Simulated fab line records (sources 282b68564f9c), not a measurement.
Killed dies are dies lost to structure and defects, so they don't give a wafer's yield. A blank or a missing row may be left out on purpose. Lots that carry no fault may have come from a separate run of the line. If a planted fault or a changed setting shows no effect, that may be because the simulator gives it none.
Problem report in the 8D (eight disciplines) form, filled by code ; flow rit_cmos ; the parts of the form that need people (team, actions taken, sign-off) are left out

== 1. THE PROBLEM ==
At RIT_ACTIVE_CLEAN_15, run_length_s averages 576 s over 6 wafers from 2 lots, while fault-free wafers read 627 s, standard deviation 3.3. That puts it -15 standard deviations away from the usual mean.
The step: cleans in SC1, time 600 s.
The first sign was on wafer L368.1 at day 4 18:08, on wet_bench-03. The record has a number at this step for 42 wafers belonging to 14 lots. The rule behind "out" and "out of limits": a value lying over 4 standard deviations away from the usual mean. All remaining wafers that have a number are taken as sound.

== 2. WHAT IT IS AND WHAT IT IS NOT ==
question;is;is not
which readings at this step;run_length_s;-
which lots;L368, L370;L353, L355, L356, L357, L358, L359, L360, L361, L363, L364, L365, L376
which wafers of those lots;all that have a number;-
read on which tools;wet_bench-03;wet_bench-01, wet_bench-04
when;from day 4 18:08;"up to then (33 sound wafers); but 3 sound wafers of L376 came after"

== 3. THE SUSPECTS, EACH WITH WHAT RULES IT OUT ==
Counting: any tool at a process step up to the reading is kept as a suspect provided that every lot that is out went through it and no sound lot did after the first of them.
- wet_bench-03 at RIT_ACTIVE_CLEAN_15 (cleans in SC1, time 600 s): kept. It ran every lot that is out, first L368 (day 4 18:08), and no sound lot after that; its last sound lot up to then is L365 (day 4 03:08). Its own readings are out on those wafers: run_length_s.
After counting, what remains is wet_bench-03 at RIT_ACTIVE_CLEAN_15.

== 4. THE CAUSE (what the simulator had put in) ==
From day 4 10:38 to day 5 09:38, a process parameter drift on wet_bench-03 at RIT_ACTIVE_CLEAN_15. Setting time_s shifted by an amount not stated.
Only this tool survived the counting.

== 5. SEQUENCE OF EFFECTS, ordered by route ==
Each row: a reading whose mean over the struck wafers that have a number lies more than 3 standard deviations from the usual. Readings are gone through only where the record gives a usual standard deviation; hours: the median, over the lots, of the time from a lot's start at the first step in this table giving one to that lot's start at this step; sigmas: the change measured in usual standard deviations.
hours;step;reading;usual;on struck wafers;change;sigmas
0;RIT_ACTIVE_CLEAN_15;run_length_s;627 s;576;-51;-15
Process steps it contains:
- RIT_ACTIVE_CLEAN_15: cleans in SC1, time 600 s.

== 6. HOW IT WOULD HAVE BEEN CAUGHT EARLIER ==
In this record the first reading out of limits was taken at day 4 18:08, 8 hours after the fault began at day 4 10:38.
